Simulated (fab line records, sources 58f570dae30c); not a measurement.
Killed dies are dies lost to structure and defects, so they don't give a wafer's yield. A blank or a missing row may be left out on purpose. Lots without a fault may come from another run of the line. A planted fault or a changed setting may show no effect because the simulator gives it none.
Which tool did it? | flow berkeley_cmos170 | 7 lots, 21 wafers sampled, at 1 step of a route of 331

WHAT THE GAUGES READ, wafer by wafer
UCB170_PWELL_THK_MEAS_03.
lot  | measured    | on            | PWELL_OXIDE_THK (nm)
L637 | day 2 23:43 | film_metro-01 | 26.1 26.2 26.6
L639 | day 3 05:33 | film_metro-01 | 26.1 25.9 25.8
L641 | day 3 14:39 | film_metro-03 | 25.8 25.7 25.4
L643 | day 3 21:51 | film_metro-03 | 26.2 26.2 26.5
L653 | day 6 12:38 | film_metro-03 | 26.4 26.6 26.8
L656 | day 6 23:51 | film_metro-01 | 25.8 26.3 25.7
L659 | day 7 08:02 | film_metro-04 | 26.8 26.7 26.4

WHICH TOOL RAN EACH LOT (tool, then ch and the chambers of the sampled wafers, then the start)
The record holds no process step before these readings.

THE ANSWER, worked out from the rows above alone
Rule: what is usual is taken from the lots themselves. Put in order of their means at a reading, lots are off if they are a third of the lots or fewer, leave a main group of 4 or more, and stand apart from it by a gap of 3 or more times the standard deviation of the main group's means; of several such gaps the widest counts. A main group whose means are all the same, to the digits that the tables above print for the reading, isn't used. A lot without any number at a reading at which 4 lots or more have one is off too. The other lots that the step has rows for count as sound.
No lot is off at any reading shown: from this, nothing can be told.

WHAT THE SIMULATOR HAD PUT IN
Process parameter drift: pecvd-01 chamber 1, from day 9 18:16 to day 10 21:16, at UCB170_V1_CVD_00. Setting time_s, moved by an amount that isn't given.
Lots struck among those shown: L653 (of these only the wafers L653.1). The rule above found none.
